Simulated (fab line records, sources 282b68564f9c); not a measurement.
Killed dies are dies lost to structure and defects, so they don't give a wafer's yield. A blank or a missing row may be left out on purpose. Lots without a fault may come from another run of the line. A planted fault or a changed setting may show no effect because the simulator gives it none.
fab line records | flow rit_cmos | part 1 of 2: steps 1 to 34 of 35
record lots=5 wafers=23
route steps=202 shown ACTIVE@2 FOX2@25 NWELL@30 PWELL@40 WELLDRIVE@50 NRETRO@54 PRETRO@72 M1@202
start_h: hours from the record's first day to the start of the lot's first wafer shown | wait_h: hours since the lot's step before | " the same as in the row above | L1.1+2: a row that stands for several wafers | - no value, or no start given | * or withheld: withheld | < > ~ a bound
route shown NAME@n: a module of which the file shows steps, and the number in the route of the first | usual: mean/standard deviation of fault-free wafers | same: alike in all rows | chamber/n: place in a boat | sites: the reading at each site | _std_site: their standard deviation | _edge_site: outer sites' mean less inner sites' | radius_mm: how far each site lies from the wafer's centre | mask NAME#n: copy n | behind: the tool/chamber that last shaped the wafer | hold: why the lot was held/for how many hours/how that ended | device: the transistor (n, p or np) that didn't switch | end of line: the same wafers' tests at the end of the route | a step without rows: its recipe alone | killed: dies lost to structure and defects at the first sort, not the wafer's yield | map: a wafer's dies, x killed, . not, _ none there
set.NAME: the setting as run; set.NAME@STEP: as run at that earlier step | model.NAME: the simulator's own value behind a step, which no gauge read
lots whose settings were changed on purpose; a table a step, a row a wafer
## steps
# step RIT_ACTIVE_OXIDATION_01
# recipe temp_c=1000 ambient=O2 target_thk_a=468 ox_time_s=3360
# columns lot.wafer tool chamber start_h wait_h set.temp_c model.SiO2_of_ACTIVE_OXIDATION_01.thk_nm
L074.1 - - - 2.6 1000 47.33
L074.2 " - " " 1000 46.91
L074.3 " - " " 1000 46.85
L074.4 " - " " 1000 46.25
L074.5 " - " " 1000 46.17
L075.1+3 - - - 2.6 1024 58.97
L075.2 " - " " 1024 59.06
L075.4 " - " " 1024 58.88
L075.5 " - " " 1024 59.44
L077.1 - - - 0.1 1000 46.33
L077.2 " - " " 1000 46.7
L077.4 " - " " 1000 46.55
L077.5 " - " " 1000 46.69
L077.6 " - " " 1000 47.58
L078.1 - - - 1.1 1000 45.66
L078.2 " - " " 1000 45.95
L078.3+4 " - " " 1000 45.84
L078.5 " - " " 1000 46.83
L085.4 furnace-01 0 65.51 0.4 1000 47.95
L085.5 " 0 " " 1000 47.62
L085.6 " 0 " " 1000 47.17
# step RIT_ACTIVE_THK_MEAS_02
# recipe reads=SiO2_of_ACTIVE_OXIDATION_01
# usual ACTIVE_OXIDE_THK=47.1/0.76
# columns lot.wafer tool chamber start_h wait_h set.temp_c@ACTIVE_OXIDATION_01 ACTIVE_OXIDE_THK[nm]
L074.1 film_metro-02 - - - 1000 47.3
L074.2 " - " " 1000 46.9
L074.3 " - " " 1000 46.8
L074.4 " - " " 1000 46.3
L074.5 " - " " 1000 46.2
L075.1 film_metro-01 - - - 1024 59.0
L075.2 " - " " 1024 59.1
L075.3 " - " " 1024 58.9
L075.4 " - " " 1024 58.9
L075.5 " - " " 1024 59.4
L077.1 film_metro-02 - - - 1000 46.3
L077.2 " - " " 1000 46.7
L077.4 " - " " 1000 46.6
L077.5 " - " " 1000 46.7
L077.6 " - " " 1000 47.6
L078.1 film_metro-02 - - - 1000 45.7
L078.2 " - " " 1000 46.0
L078.3 " - " " 1000 45.8
L078.4 " - " " 1000 45.8
L078.5 " - " " 1000 46.8
L085.4 film_metro-04 - 67.47 0.0 1000 48.0
L085.5 " - " " 1000 47.6
L085.6 " - " " 1000 47.2
# step RIT_ACTIVE_DEVELOP_10
# recipe resist=NOVOLAK develop_time_s=50 dev_temp_c=23
# columns lot.wafer tool chamber start_h wait_h set.develop_time_s
L074.1+2+3+4+5 litho_track-03 0 - - 50
L075.1+3+5 litho_track-04 0 - - 50
L075.2+4 " 0 " " 47.44
L077.1+4+6 litho_track-04 0 - - 50
L077.2+5 " 0 " " 46.98
L078.1+4 litho_track-03 0 - - 50
L078.2+3+5 " 0 " " 47.06
L085.4+5+6 litho_track-04 0 - - 50
# step RIT_ACTIVE_CD_MEAS_11
# recipe target_cd_nm=1400
# usual cd_nm=1398.7/2.6
# columns lot.wafer tool chamber start_h wait_h set.develop_time_s@ACTIVE_DEVELOP_10 cd_nm
L074.1 cd_sem-02 - 16.92 - 50 1400.7
L074.2 " - " " 50 1403.8
L074.3 " - " " 50 1399.2
L074.4 " - " " 50 1398.9
L074.5 " - " " 50 1400.8
L075.1 cd_sem-02 - 21.89 - 50 1398.1
L075.2 " - " " 47.44 1404.9
L075.3 " - " " 50 1399.5
L075.4 " - " " 47.44 1406.0
L075.5 " - " " 50 1400.3
L077.1 cd_sem-02 - 29.58 - 50 1398.2
L077.2 " - " " 46.98 1403.8
L077.4 " - " " 50 1397.8
L077.5 " - " " 46.98 1406.4
L077.6 " - " " 50 1398.9
L078.1 cd_sem-01 - 36.08 - 50 1400.6
L078.2 " - " " 47.06 1405.7
L078.3 " - " " 47.06 1408.4
L078.4 " - " " 50 1400.7
L078.5 " - " " 47.06 1406.2
L085.4 cd_sem-01 - 69.89 - 50 1398.1
L085.5 " - " " 50 1397.0
L085.6 " - " " 50 1397.0
# step RIT_ACTIVE_ETCH_13
# recipe stop_on=SiO2 chemistry=SF6 target=Si3N4 time_s=210 over_etch_frac=0.4 SF6_flow_sccm=200 pressure_mtorr=260 rf_w=125 target_depth_a=2100
# columns lot.wafer tool chamber start_h wait_h set.pressure_mtorr set.temp_c@ACTIVE_OXIDATION_01 model.SiO2_of_ACTIVE_OXIDATION_01.thk_nm
L074.1 rie_diel-03 2 17.19 0.1 223.6 1000 47.33
L074.2 " 1 " " 223.6 1000 45.61
L074.3 " 0 " " 223.6 1000 46.62
L074.4 " 3 " " 223.6 1000 46.25
L074.5 " 2 " " 223.6 1000 46.17
L075.1 rie_diel-03 1 22.16 0.1 249.8 1024 56.78
L075.2 " 2 " " 249.8 1024 59.06
L075.3 " 3 " " 249.8 1024 58.97
L075.4 " 0 " " 249.8 1024 57.75
L075.5 " 1 " " 249.8 1024 57.25
L077.1 rie_diel-04 0 29.85 0.1 260 1000 44.67
L077.2 " 1 " " 260 1000 46.7
L077.4 " 3 " " 260 1000 46.55
L077.5 " 1 " " 260 1000 46.69
L077.6 " 0 " " 260 1000 45.91
L078.1 rie_diel-04 1 36.35 0.1 273.2 1000 45.63
L078.2 " 3 " " 273.2 1000 45.95
L078.3 " 0 " " 273.2 1000 43.69
L078.4 " 2 " " 273.2 1000 45.84
L078.5 " 2 " " 273.2 1000 46.83
L085.4 rie_diel-04 3 70.10 0.1 260 1000 47.95
L085.5 " 1 " " 260 1000 47.62
L085.6 " 2 " " 260 1000 47.17
# step RIT_ACTIVE_STRIP_14
# recipe chemistry=O2 time_s=180 resist=NOVOLAK platen_temp_c=withheld power_w=500 pressure_mtorr=4000 o2_flow_sccm=4000
# step RIT_ACTIVE_CD_MEAS_90
# recipe target_cd_nm=1400
# usual cd_nm=1398.7/2.6
# columns lot.wafer tool chamber start_h wait_h set.develop_time_s@ACTIVE_DEVELOP_10 cd_nm
L074.1 cd_sem-01 - 17.50 0.1 50 1401.3
L074.2 " - " " 50 1404.3
L074.3 " - " " 50 1400.0
L074.4 " - " " 50 1399.1
L074.5 " - " " 50 1401.0
L075.1 cd_sem-02 - 22.47 0.1 50 1397.9
L075.2 " - " " 47.44 1405.2
L075.3 " - " " 50 1399.5
L075.4 " - " " 47.44 1406.0
L075.5 " - " " 50 1400.1
L077.1 cd_sem-02 - 30.15 0.1 50 1398.3
L077.2 " - " " 46.98 1403.9
L077.4 " - " " 50 1397.9
L077.5 " - " " 46.98 1406.0
L077.6 " - " " 50 1399.1
L078.1 cd_sem-02 - 36.66 0.1 50 1400.1
L078.2 " - " " 47.06 1405.4
L078.3 " - " " 47.06 1408.8
L078.4 " - " " 50 1400.8
L078.5 " - " " 47.06 1406.2
L085.4 cd_sem-01 - 70.47 0.1 50 1398.2
L085.5 " - " " 50 1396.9
L085.6 " - " " 50 1397.2
# step RIT_ACTIVE_CLEAN_15
# recipe chemistry=SC1 mix=3:3:50 time_s=600 temp_c=75
# step RIT_ACTIVE_CLEAN_16
# recipe chemistry=dHF dilution=50:1 time_s=30
# step RIT_FOX2_CLEAN_02
# recipe chemistry=dHF dilution=50:1 time_s=180
# step RIT_FOX2_WET_ETCH_03
# recipe chemistry=H3PO4 target=Si3N4 target_depth_nm=195 temp_c=165 time_s=2700
# columns lot.wafer tool chamber start_h wait_h set.temp_c@ACTIVE_OXIDATION_01 model.SiO2_of_ACTIVE_OXIDATION_01.thk_nm
L074.1 wet_bench-01 3 - - 1000 42.13
L074.2 " 3 " " 1000 40.62
L074.3 " 3 " " 1000 41.51
L074.4 " 3 " " 1000 41.19
L074.5 " 3 " " 1000 41.14
L075.1 wet_bench-04 0 - - 1024 50.52
L075.2 " 0 " " 1024 52.54
L075.3 " 0 " " 1024 52.48
L075.4 " 0 " " 1024 51.41
L075.5 " 0 " " 1024 50.94
L077.1 wet_bench-02 2 - - 1000 39.56
L077.2 " 2 " " 1000 41.33
L077.4 " 2 " " 1000 41.21
L077.5 " 2 " " 1000 41.34
L077.6 " 2 " " 1000 40.67
L078.1 wet_bench-02 3 - - 1000 40.53
L078.2 " 3 " " 1000 40.82
L078.3 " 3 " " 1000 38.81
L078.4 " 3 " " 1000 40.71
L078.5 " 3 " " 1000 41.61
L085.4 wet_bench-04 2 74.56 0.0 1000 42.57
L085.5 " 2 " " 1000 42.25
L085.6 " 2 " " 1000 41.85
# step RIT_NWELL_SOFTBAKE_02
# recipe resist=NOVOLAK temp_c=90 time_s=60
# columns lot.wafer tool chamber start_h wait_h set.temp_c
L074.1+5 litho_track-03 0 24.97 0.1 86.89
L074.2+3+4 " 0 " " 90
L075.1+2+4 litho_track-04 0 27.15 0.1 93.19
L075.3+5 " 0 " " 90
L077.1+2+4 litho_track-04 0 38.63 0.1 93.57
L077.5+6 " 0 " " 90
L078.1+2+3+4+5 litho_track-03 0 46.87 0.1 90
L085.4+5+6 litho_track-04 0 75.76 0.1 90
# step RIT_NWELL_EXPOSE_03
# recipe mask_id=M2 na=0.57 target_cd_nm=43900 dose_mj=250
# step RIT_NWELL_PEB_04
# recipe resist=NOVOLAK temp_c=withheld time_s=withheld
# step RIT_NWELL_DEVELOP_05
# recipe resist=NOVOLAK develop_time_s=68 dev_temp_c=23
# columns lot.wafer tool chamber start_h wait_h set.temp_c@NWELL_SOFTBAKE_02 model.NOVOLAK_of_NWELL_COAT_01.thk_nm
L074.1 litho_track-03 0 - - 86.89 1309
L074.2 " 0 " " 90 1296
L074.3 " 0 " " 90 1297
L074.4 " 0 " " 90 1300
L074.5 " 0 " " 86.89 1311
L075.1 litho_track-04 0 - - 93.19 1292
L075.2 " 0 " " 93.19 1293
L075.3 " 0 " " 90 1302
L075.4 " 0 " " 93.19 1287
L075.5 " 0 " " 90 1298
L077.1+4 litho_track-04 0 - - 93.57 1293
L077.2 " 0 " " 93.57 1292
L077.5 " 0 " " 90 1309
L077.6 " 0 " " 90 1308
L078.1 litho_track-03 0 - - 90 1295
L078.2 " 0 " " 90 1298
L078.3 " 0 " " 90 1296
L078.4 " 0 " " 90 1299
L078.5 " 0 " " 90 1297
L085.4 litho_track-04 0 - - 90 1302
L085.5 " 0 " " 90 1306
L085.6 " 0 " " 90 1307
# step RIT_NWELL_IMPLANT_08
# recipe species=P energy_kev=170 dose_cm2=5e+13 tilt_deg=7
# columns lot.wafer tool chamber start_h wait_h set.dose_cm2
L074.1+2 implanter-04 0 25.96 0.2 4.877e+13
L074.3+4+5 " 0 " " 5e+13
L075.1+2 implanter-02 0 28.02 0.2 5e+13
L075.3+4+5 " 0 " " 4.75e+13
L077.1+4+5 implanter-04 0 39.62 0.2 5e+13
L077.2+6 " 0 " " 4.76e+13
L078.1+2+3 implanter-03 0 47.73 0.2 5e+13
L078.4+5 " 0 " " 4.685e+13
L085.4+5+6 implanter-02 0 76.62 0.2 5e+13
# step RIT_PWELL_COAT_01
# recipe resist=NOVOLAK spin_rpm=2000 resist_thk_nm=1300
# columns lot.wafer tool chamber start_h wait_h set.spin_rpm model.NOVOLAK_of_PWELL_COAT_01.thk_nm
L074.1 litho_track-02 0 26.49 0.1 2000 1307
L074.2+3 " 0 " " 2000 1305
L074.4 " 0 " " 2000 1303
L074.5 " 0 " " 2000 1304
L075.1+3 litho_track-02 0 28.55 0.1 2000 1303
L075.2 " 0 " " 2000 1304
L075.4 " 0 " " 2000 1311
L075.5 " 0 " " 2000 1305
L077.1 litho_track-02 0 40.16 0.1 1852 1354
L077.2 " 0 " " 2000 1300
L077.4 " 0 " " 1852 1356
L077.5 " 0 " " 2000 1303
L077.6 " 0 " " 2000 1305
L078.1 litho_track-04 0 48.32 0.1 2099 1267
L078.2 " 0 " " 2000 1303
L078.3+4 " 0 " " 2099 1269
L078.5 " 0 " " 2000 1300
L085.4 litho_track-01 0 77.16 0.1 2000 1305
L085.5 " 0 " " 2000 1310
L085.6 " 0 " " 2000 1300
# step RIT_PWELL_SOFTBAKE_02
# recipe resist=NOVOLAK temp_c=90 time_s=60
# step RIT_PWELL_EXPOSE_03
# recipe mask_id=M3 na=0.57 target_cd_nm=43700 dose_mj=250
# step RIT_PWELL_DEVELOP_05
# recipe resist=NOVOLAK develop_time_s=68 dev_temp_c=23
# step RIT_PWELL_HARDBAKE_07
# recipe resist=NOVOLAK temp_c=140 time_s=120
# columns lot.wafer tool chamber start_h wait_h set.spin_rpm@PWELL_COAT_01 model.NOVOLAK_of_PWELL_COAT_01.thk_nm
L074.1 litho_track-02 0 27.26 0.0 2000 1143
L074.2+3 " 0 " " 2000 1141
L074.4+5 " 0 " " 2000 1140
L075.1+2+3 litho_track-01 0 29.32 0.0 2000 1140
L075.4 " 0 " " 2000 1147
L075.5 " 0 " " 2000 1142
L077.1 litho_track-02 0 40.92 0.0 1852 1184
L077.2 " 0 " " 2000 1137
L077.4 " 0 " " 1852 1185
L077.5 " 0 " " 2000 1139
L077.6 " 0 " " 2000 1141
L078.1 litho_track-01 0 49.21 0.0 2099 1109
L078.2 " 0 " " 2000 1140
L078.3+4 " 0 " " 2099 1110
L078.5 " 0 " " 2000 1137
L085.4 litho_track-04 0 78.20 0.1 2000 1141
L085.5 " 0 " " 2000 1146
L085.6 " 0 " " 2000 1136
# step RIT_PWELL_IMPLANT_08
# recipe species=B energy_kev=170 dose_cm2=7e+13 tilt_deg=7
# columns lot.wafer tool chamber start_h wait_h set.energy_kev model.implant.rp_nm model.implant.drp_nm
L074.1+3+4 implanter-03 0 27.51 0.2 170 468.5 102.9
L074.2+5 " 0 " " 179.5 488.5 104.4
L075.1+2+5 implanter-04 0 29.57 0.2 170 469.6 102.9
L075.3+4 " 0 " " 162.2 453.4 101.2
L077.1+2+6 implanter-03 0 41.17 0.2 167 495.4 102.3
L077.4+5 " 0 " " 170 502 102.9
L078.1+3+5 implanter-04 0 49.46 0.2 179.2 493 104.4
L078.2+4 " 0 " " 170 473.3 102.9
L085.4+5+6 implanter-01 0 78.40 0.2 170 481.8 102.9
# step RIT_PWELL_STRIP_09
# recipe chemistry=O2 time_s=180 resist=NOVOLAK platen_temp_c=withheld power_w=500 pressure_mtorr=4000 o2_flow_sccm=4000
# step RIT_WELLDRIVE_ANNEAL_00
# recipe temp_c=1100 time_s=14700 ambient=N2
# step RIT_WELLDRIVE_RS_MEAS_01
# recipe thk_meas_gauge=four-point-probe
# usual NWELL_RS=274.9/0.71
# columns lot.wafer tool chamber start_h wait_h set.dose_cm2@NWELL_IMPLANT_08 NWELL_RS[ohm/sq]
L074.1 film_metro-01 - 34.53 0.0 4.877e+13 279.6
L074.2 " - " " 4.877e+13 279.3
L074.3 " - " " 5e+13 275.7
L074.4 " - " " 5e+13 274.6
L074.5 " - " " 5e+13 275.5
L075.1 film_metro-01 - 36.08 0.0 5e+13 274.2
L075.2 " - " " 5e+13 274.1
L075.3 " - " " 4.75e+13 283.3
L075.4 " - " " 4.75e+13 283.0
L075.5 " - " " 4.75e+13 283.6
L077.1 film_metro-01 - 47.88 0.0 5e+13 274.0
L077.2 " - " " 4.76e+13 282.3
L077.4 " - " " 5e+13 274.7
L077.5 " - " " 5e+13 274.1
L077.6 " - " " 4.76e+13 282.0
L078.1 film_metro-03 - 56.51 0.0 5e+13 275.9
L078.2 " - " " 5e+13 275.0
L078.3 " - " " 5e+13 275.4
L078.4 " - " " 4.685e+13 285.9
L078.5 " - " " 4.685e+13 287.1
L085.4 film_metro-03 - 84.65 0.1 5e+13 274.6
L085.5 " - " " 5e+13 274.5
L085.6 " - " " 5e+13 274.6
# step RIT_NRETRO_COAT_01
# recipe resist=NOVOLAK spin_rpm=2000 resist_thk_nm=1300
# columns lot.wafer tool chamber start_h wait_h set.resist_thk_nm model.NOVOLAK_of_NRETRO_COAT_01.thk_nm
L074.1+5 litho_track-01 0 34.92 0.1 1274 1276
L074.2 " 0 " " 1300 1300
L074.3 " 0 " " 1300 1297
L074.4 " 0 " " 1274 1272
L075.1 litho_track-01 0 36.47 0.1 1300 1306
L075.2+3 " 0 " " 1300 1303
L075.4 " 0 " " 1366 1373
L075.5 " 0 " " 1366 1369
L077.1 litho_track-01 0 48.27 0.1 1300 1302
L077.2 " 0 " " 1300 1301
L077.4 " 0 " " 1300 1298
L077.5 " 0 " " 1300 1303
L077.6 " 0 " " 1300 1306
L078.1 litho_track-02 0 56.90 0.1 1300 1298
L078.2 " 0 " " 1224 1228
L078.3 " 0 " " 1300 1303
L078.4 " 0 " " 1224 1226
L078.5 " 0 " " 1224 1230
L085.4+6 litho_track-01 0 85.05 0.1 1300 1302
L085.5 " 0 " " 1300 1307
# step RIT_NRETRO_SOFTBAKE_02
# recipe resist=NOVOLAK temp_c=90 time_s=60
# step RIT_NRETRO_EXPOSE_03
# recipe mask_id=M4 na=0.57 target_cd_nm=43900 dose_mj=250
# step RIT_NRETRO_DEVELOP_05
# recipe resist=NOVOLAK develop_time_s=68 dev_temp_c=23
# step RIT_NRETRO_HARDBAKE_07
# recipe resist=NOVOLAK temp_c=140 time_s=120
# columns lot.wafer tool chamber start_h wait_h set.resist_thk_nm@NRETRO_COAT_01 model.NOVOLAK_of_NRETRO_COAT_01.thk_nm
L074.1+5 litho_track-02 0 35.68 0.0 1274 1116
L074.2 " 0 " " 1300 1137
L074.3 " 0 " " 1300 1134
L074.4 " 0 " " 1274 1113
L075.1 litho_track-02 0 37.24 0.0 1300 1142
L075.2 " 0 " " 1300 1140
L075.3 " 0 " " 1300 1139
L075.4 " 0 " " 1366 1200
L075.5 " 0 " " 1366 1197
L077.1+5 litho_track-03 0 49.16 0.0 1300 1139
L077.2 " 0 " " 1300 1138
L077.4 " 0 " " 1300 1135
L077.6 " 0 " " 1300 1142
L078.1 litho_track-02 0 57.82 0.0 1300 1135
L078.2 " 0 " " 1224 1075
L078.3 " 0 " " 1300 1139
L078.4 " 0 " " 1224 1073
L078.5 " 0 " " 1224 1076
L085.4 litho_track-01 0 85.99 0.1 1300 1138
L085.5 " 0 " " 1300 1143
L085.6 " 0 " " 1300 1139
# step RIT_NRETRO_IMPLANT_08
# recipe species=P energy_kev=70 dose_cm2=1e+13 tilt_deg=7
# columns lot.wafer tool chamber start_h wait_h set.energy_kev model.implant.rp_nm model.implant.drp_nm
L074.1+3 implanter-02 0 35.93 0.2 70 88.04 33.94
L074.2+4+5 " 0 " " 71.87 90.45 34.7
L075.1+5 implanter-04 0 37.49 0.2 72.16 90.13 34.82
L075.2+3+4 " 0 " " 70 87.36 33.94
L077.1+2+5 implanter-01 0 49.41 0.2 70 87.08 33.94
L077.4+6 " 0 " " 73.28 91.28 35.27
L078.1+4+5 implanter-02 0 58.07 0.2 72.48 88.8 34.95
L078.2+3 " 0 " " 70 85.68 33.94
L085.4+5+6 implanter-04 0 86.19 0.2 70 86.85 33.94
# step RIT_PRETRO_IMPLANT_08
# recipe species=B energy_kev=45 dose_cm2=1.2e+13 tilt_deg=7
# columns lot.wafer tool chamber start_h wait_h set.dose_cm2
L074.1+5 implanter-02 0 37.48 0.2 1.2e+13
L074.2+3+4 " 0 " " 1.121e+13
L075.1+4+5 implanter-02 0 39.04 0.2 1.2e+13
L075.2+3 " 0 " " 1.169e+13
L077.1+6 implanter-01 0 51.08 0.2 1.25e+13
L077.2+4+5 " 0 " " 1.2e+13
L078.1+2+4 implanter-01 0 59.75 0.2 1.112e+13
L078.3+5 " 0 " " 1.2e+13
L085.4+5+6 implanter-01 0 88.04 0.2 1.2e+13
# step RIT_PRETRO_STRIP_09
# recipe chemistry=O2 time_s=180 resist=NOVOLAK platen_temp_c=withheld power_w=500 pressure_mtorr=4000 o2_flow_sccm=4000
# step RIT_PRETRO_TW_MEAS_10
# usual PRETRO_TW=474/3.5
# columns lot.wafer tool chamber start_h wait_h set.dose_cm2@PRETRO_IMPLANT_08 PRETRO_TW
L074.1 film_metro-03 - 37.81 0.1 1.2e+13 482
L074.2 " - " " 1.121e+13 471
L074.3 " - " " 1.121e+13 471
L074.4 " - " " 1.121e+13 471
L074.5 " - " " 1.2e+13 480
L075.1 film_metro-02 - 39.36 0.1 1.2e+13 478
L075.2 " - " " 1.169e+13 473
L075.3 " - " " 1.169e+13 474
L075.4 " - " " 1.2e+13 476
L075.5 " - " " 1.2e+13 476
L077.1 film_metro-02 - 51.41 0.1 1.25e+13 476
L077.2 " - " " 1.2e+13 472
L077.4 " - " " 1.2e+13 470
L077.5 " - " " 1.2e+13 473
L077.6 " - " " 1.25e+13 479
L078.1 film_metro-02 - 60.08 0.1 1.112e+13 459
L078.2 " - " " 1.112e+13 461
L078.3 " - " " 1.2e+13 473
L078.4 " - " " 1.112e+13 463
L078.5 " - " " 1.2e+13 471
L085.4 film_metro-02 - 88.32 0.1 1.2e+13 470
L085.5 " - " " 1.2e+13 471
L085.6 " - " " 1.2e+13 472
## key
split step=RIT_ACTIVE_OXIDATION_01 setting=temp_c stated=1000 by=lot
response step=RIT_ACTIVE_OXIDATION_01 reading=model.SiO2_of_ACTIVE_OXIDATION_01.thk_nm change=+5.16 per=1% r=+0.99
response step=RIT_ACTIVE_THK_MEAS_02 reading=ACTIVE_OXIDE_THK change=+5.16 per=1% r=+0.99
response step=RIT_ACTIVE_ETCH_13 reading=model.SiO2_of_ACTIVE_OXIDATION_01.thk_nm change=+4.86 per=1% r=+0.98
response step=RIT_FOX2_WET_ETCH_03 reading=model.SiO2_of_ACTIVE_OXIDATION_01.thk_nm change=+4.37 per=1% r=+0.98
response step=RIT_M1_PROBE_99 reading=model.etest.nldd.width_nm change=-63.4 per=1% r=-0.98
split step=RIT_ACTIVE_DEVELOP_10 setting=develop_time_s stated=50 by=wafer
response step=RIT_ACTIVE_CD_MEAS_11 reading=cd_nm change=-1.11 per=1% r=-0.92
response step=RIT_ACTIVE_CD_MEAS_90 reading=cd_nm change=-1.13 per=1% r=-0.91
split step=RIT_ACTIVE_ETCH_13 setting=pressure_mtorr stated=260 by=lot
response none clear
split step=RIT_NWELL_SOFTBAKE_02 setting=temp_c stated=90 by=wafer
response step=RIT_NWELL_DEVELOP_05 reading=model.NOVOLAK_of_NWELL_COAT_01.thk_nm change=-3.47 per=1% r=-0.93
split step=RIT_NWELL_IMPLANT_08 setting=dose_cm2 stated=5e+13 by=wafer
response step=RIT_WELLDRIVE_RS_MEAS_01 reading=NWELL_RS change=-1.74 per=1% r=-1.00
split step=RIT_PWELL_COAT_01 setting=spin_rpm stated=2000 by=wafer
response step=RIT_PWELL_COAT_01 reading=model.NOVOLAK_of_PWELL_COAT_01.thk_nm change=-6.99 per=1% r=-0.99
response step=RIT_PWELL_HARDBAKE_07 reading=model.NOVOLAK_of_PWELL_COAT_01.thk_nm change=-6.02 per=1% r=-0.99
split step=RIT_PWELL_IMPLANT_08 setting=energy_kev stated=170 by=wafer
response step=RIT_PWELL_IMPLANT_08 reading=model.implant.rp_nm change=+3.6 per=1% r=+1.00
response step=RIT_PWELL_IMPLANT_08 reading=model.implant.drp_nm change=+0.3 per=1% r=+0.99
split step=RIT_NRETRO_COAT_01 setting=resist_thk_nm stated=1300 by=wafer
response step=RIT_NRETRO_COAT_01 reading=model.NOVOLAK_of_NRETRO_COAT_01.thk_nm change=+12.7 per=1% r=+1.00
response step=RIT_NRETRO_HARDBAKE_07 reading=model.NOVOLAK_of_NRETRO_COAT_01.thk_nm change=+11 per=1% r=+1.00
split step=RIT_NRETRO_IMPLANT_08 setting=energy_kev stated=70 by=wafer
response step=RIT_NRETRO_IMPLANT_08 reading=model.implant.rp_nm change=+0.893 per=1% r=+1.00
response step=RIT_NRETRO_IMPLANT_08 reading=model.implant.drp_nm change=+0.285 per=1% r=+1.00
split step=RIT_PRETRO_IMPLANT_08 setting=dose_cm2 stated=1.2e+13 by=wafer
response step=RIT_PRETRO_TW_MEAS_10 reading=PRETRO_TW change=+1.46 per=1% r=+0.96
